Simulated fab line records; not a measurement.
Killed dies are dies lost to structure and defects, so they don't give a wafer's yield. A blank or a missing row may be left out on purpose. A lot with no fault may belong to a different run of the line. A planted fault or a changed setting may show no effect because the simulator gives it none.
Chamber matching / flow ritCmos / 3 sister chambers for RIT_GATE_ETCH_19 on rieSi-02
The step etches poly-Si in SF6/CHF3/O2, stops on SiO2, time 165 s, target depth 312.5 nm. 3 wafers are shown with their chamber, then 6 later ones without.

WAFERS, EACH WITH ITS CHAMBER
wafer=L743.6; chamber=0; throttleValvePct (%)=10.03
wafer=L745.1; chamber=1; throttleValvePct (%)=10.25
wafer=L745.2; chamber=2; throttleValvePct (%)=10.51

WAFERS WITHOUT THEIR CHAMBER
wafer=L745.6; throttleValvePct (%)=10.24
wafer=L747.1; throttleValvePct (%)=10.24
wafer=L747.4; throttleValvePct (%)=10.52
wafer=L747.6; throttleValvePct (%)=10.03
wafer=L751.3; throttleValvePct (%)=10.04
wafer=L751.5; throttleValvePct (%)=10.04

WHICH CHAMBER EACH WENT THROUGH
wafer=L745.6; from the rows above=1; in truth=1
wafer=L747.1; from the rows above=1; in truth=1
wafer=L747.4; from the rows above=2; in truth=2
wafer=L747.6; from the rows above=0; in truth=0
wafer=L751.3; from the rows above=0; in truth=0
wafer=L751.5; from the rows above=0; in truth=0
Placed correctly: 6 of 6. Can't be placed from these rows: 0. 0 placed wrongly.
How it was worked out, from the rows above alone: a wafer's distance from a chamber is the root of the sum, over the readings, of the square of ((its reading less the chamber's mean) divided by the reading's scatter). The wafer belongs to the nearest chamber; if the next one is less than 2 further off, it can't be placed. For every chamber, the mean is computed from those of its wafers that are shown. The scatter: with one shown wafer a chamber, the root of the mean of the squares of how far each hidden wafer lies from its nearest shown one.
